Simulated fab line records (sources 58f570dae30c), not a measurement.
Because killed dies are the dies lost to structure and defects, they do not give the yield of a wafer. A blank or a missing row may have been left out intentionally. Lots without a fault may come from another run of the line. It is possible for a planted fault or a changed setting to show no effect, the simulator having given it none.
A struck lot beside a sound one ; flow berkeley-cmos170 ; 18 steps out of a route of 331
Sound: wafers L582.3, L582.4, L582.5. Struck: wafers L600.1, L600.6 (left out: L600.2, a lot-mate that was not struck); the cause follows at the end.
Per side, at each step with rows, come the tool, then ch with its chambers, and then its first start. Under that, the readings that differ: sound wafers ; struck wafers ; difference of the means ; sigmas: that difference in standard deviations of wafers without a fault.
alike: same words and numbers on both sides, and readings whose means sit less than 2 such deviations apart. not compared: any withheld reading, any reading some wafer has no value for, any bound like >300 that may hide the same value, and any number with overlapping values for which the record gives no deviation.
The two part at a step that has a row with sigmas, a row that says differs or no value, or rows on one side only. Numbers that don't overlap but have no deviation are shown without sigmas and don't part them. A reading missing from all wafers of one side parts the sides only when that side holds two or more wafers.

first, 5 steps without rows for these wafers: UCB170_NLDD_COAT_01 (resist thk 900 nm); UCB170_NLDD_SOFTBAKE_02 (time 60 s); UCB170_NLDD_EXPOSE_03 (exposes mask NSELECT, target cd 1200 nm); UCB170_NLDD_PEB_04; UCB170_NLDD_DEVELOP_05 (develop time 45 s).
UCB170_NLDD_CD_MEAS_06 targets a cd of 1200 nm.
  sound: cd-sem-02 at day 7 01:26; struck: cd-sem-02 at day 10 11:58
  alike: cd-nm
UCB170_NLDD_OVL_MEAS_07:
  sound: overlay-01 at day 7 01:32; struck: overlay-02 at day 10 12:05
  alike: NLDD_OVL
then, 2 steps without rows for these wafers: UCB170_NLDD_IMPLANT_08; UCB170_NLDD_IMPLANT_09.
UCB170_NLDD_STRIP_10: strips in O2.
  sound on plasma-asher-01 ch 0,1, day 7 01:53; struck on plasma-asher-01 ch 0,1, day 10 12:26
  alike: drypump-motor-current-A, oes-product-au, strip-time-to-endpoint-s
  not compared: rf-hours-counter-h
UCB170_NLDD_TW_MEAS_11:
  sound: film-metro-01 at day 7 01:58; struck: film-metro-03 at day 10 12:32
  alike: NLDD_TW
then, 1 step without rows for these wafers: UCB170_NLDD_CLEAN_12 (cleans in SPM, time 600 s).
UCB170_SPACER_CVD_00: deposits SiO2 from TEOS/O2, target thk 376 nm, time 47 s.
  sound on pecvd-04 ch 0,2, day 7 05:32; struck on pecvd-04 ch 1, day 10 12:56
  alike: heater-power-w
  not compared: since-wet-clean-h
UCB170_SPACER_THK_MEAS_01:
  sound: film-metro-03 at day 7 05:35; struck: film-metro-03 at day 10 12:59
reading;sound;struck;difference;sigmas
SPACER_TEOS_THK (nm);372 378 378;326 330;-48;-10
then, 1 step without rows for these wafers: UCB170_SPACER_ANNEAL_02 (time 1800 s).
UCB170_SPACER_ETCHBACK_03: etches SiO2 in CHF3/CF4/Ar, stops on Si, target depth 376 nm, time 100 s.
  sound on rie-diel-02 ch 0,2,3, day 7 09:09; struck on rie-diel-02 ch 0,2, day 10 15:13
reading;sound;struck;difference;sigmas
oes-product-au (a.u.);0.903 0.896 0.910;0.804 0.820;-0.091;-8
  alike: CHF3_flow_sccm, drypump-motor-current-A, throttle-valve-pct
  not compared: rf-hours-counter-h
then, 2 steps without rows for these wafers: UCB170_PSD_HMDS_00 (prime time 60 s); UCB170_M3_PROBE_99.

== WHERE THEY PART ==
First at UCB170_SPACER_THK_MEAS_01; last, within this record, at UCB170_SPACER_ETCHBACK_03.

WHY: the cause the simulator had injected
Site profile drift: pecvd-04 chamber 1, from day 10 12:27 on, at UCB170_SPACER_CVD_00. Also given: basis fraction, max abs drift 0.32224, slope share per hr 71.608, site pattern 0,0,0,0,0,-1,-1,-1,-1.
